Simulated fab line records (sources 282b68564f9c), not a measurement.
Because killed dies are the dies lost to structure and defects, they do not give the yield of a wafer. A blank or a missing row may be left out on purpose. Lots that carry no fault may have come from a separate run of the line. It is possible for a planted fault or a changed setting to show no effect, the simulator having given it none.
Which of the tools did it?    flow rit_cmos    7 lots with 21 wafers sampled at 2 steps, on a route of 202 steps

WHAT THE GAUGES READ, wafer by wafer
RIT_SDANNEAL_RS_MEAS_06: a four-point-probe measurement.
lot   measured     on             PLDD_RS (ohm/sq)
L170  day 3 08:08  film_metro-02  179.4 179.0 178.8
L172  day 3 18:25  film_metro-04  179.0 179.1 179.5
L174  day 4 03:13  film_metro-03  178.6 178.8 178.2
L177  day 4 18:32  film_metro-04  - - -
L180  day 5 09:45  film_metro-04  - - -
L184  day 6 04:11  film_metro-02  178.9 178.1 178.3
L188  day 7 00:03  film_metro-04  178.9 178.1 178.5

TOOL THAT RAN EACH LOT (tool first, then ch and the chambers of the sampled wafers, then the start)
lot   RIT_PLDD_IMPLANT_08
L170  implanter-04 ch 0, day 3 01:40
L172  implanter-01 ch 0, day 3 10:44
L174  implanter-03 ch 0, day 3 20:43
L177  implanter-04 ch 0, day 4 11:53
L180  implanter-04 ch 0, day 5 03:07
L184  implanter-03 ch 0, day 5 21:25
L188  implanter-03 ch 0, day 6 17:22
- RIT_PLDD_IMPLANT_08

THE ANSWER, worked out from the rows above alone
Rule: the lots themselves supply what counts as usual. Put in order of their means at a reading, lots are off if they are a third of the lots or fewer, leave a main group of 4 or more, and stand apart from it by a gap of 3 or more times the standard deviation of the main group's means; of several such gaps the widest counts. A main group is skipped when, at the precision printed for the reading in the tables above, its means are all equal. A lot without any number at a reading at which 4 lots or more have one is off too. Any other lot the step has rows for is counted as sound.
Off: at RIT_SDANNEAL_RS_MEAS_06 (PLDD_RS), L177, L180. Without a number there: L177, L180. The main group: mean 178.7 ohm/sq, standard deviation 0.32.
If a tool, at a process step before that reading, ran all the lots that are off and no sound lot after the first of them, it fits. Those tools and the gauges at RIT_SDANNEAL_RS_MEAS_06 are tried in the same way. One candidate fits, namely implanter-04 at RIT_PLDD_IMPLANT_08. A fault onset in the window from L170 (day 3 01:40, its last sound lot) to L177 (day 4 11:53, its first lot off) fits.

WHAT THE SIMULATOR PUT IN
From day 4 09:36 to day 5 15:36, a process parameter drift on implanter-04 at RIT_PLDD_IMPLANT_08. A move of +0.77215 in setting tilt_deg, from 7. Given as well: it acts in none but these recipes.
Lots struck among those shown: L177, L180. The rule above reached the same finding.
